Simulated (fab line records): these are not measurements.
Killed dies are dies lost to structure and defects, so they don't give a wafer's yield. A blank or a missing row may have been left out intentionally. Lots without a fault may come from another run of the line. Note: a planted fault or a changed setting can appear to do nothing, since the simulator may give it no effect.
Which tool is to blame?	flow rit-cmos	at 1 step of a route of 202, 6 lots with 18 wafers sampled

WHAT EACH GAUGE READ, for each wafer
RIT_FOX2_THK_MEAS_91.
lot	measured	on	FIELD_OXIDE_LEFT_2_THK (nm)
L448	day 2 17:13	film-metro-04	245 248 247
L450	day 3 01:40	film-metro-01	262 265 260
L452	day 3 11:17	film-metro-04	269 268 271
L459	day 5 00:19	film-metro-02	257 260 258
L464	day 6 02:14	film-metro-04	247 247 250
L466	day 6 09:36	film-metro-01	257 253 262

TOOL THAT RAN EACH LOT (tool first, then ch and the chambers of the sampled wafers, then the start)
Record: no process step prior to these readings.

THE ANSWER, worked out from the rows above alone
Rule: the lots themselves supply what counts as usual. The widest of any qualifying gaps counts: lots, ordered by their means at a reading, are off when they make up no more than a third of the lots, leave a main group of 4 or more, and stand apart from it by 3 or more times the standard deviation of that group's means. Not used: any main group whose means are identical at the precision the tables above print for the reading. A lot without any number at a reading at which 4 lots or more have one is off too. The other lots that the step has rows for count as sound.
Across all readings shown, no lot is off: no conclusion can be drawn from this.

WHAT THE SIMULATOR HAD INSERTED
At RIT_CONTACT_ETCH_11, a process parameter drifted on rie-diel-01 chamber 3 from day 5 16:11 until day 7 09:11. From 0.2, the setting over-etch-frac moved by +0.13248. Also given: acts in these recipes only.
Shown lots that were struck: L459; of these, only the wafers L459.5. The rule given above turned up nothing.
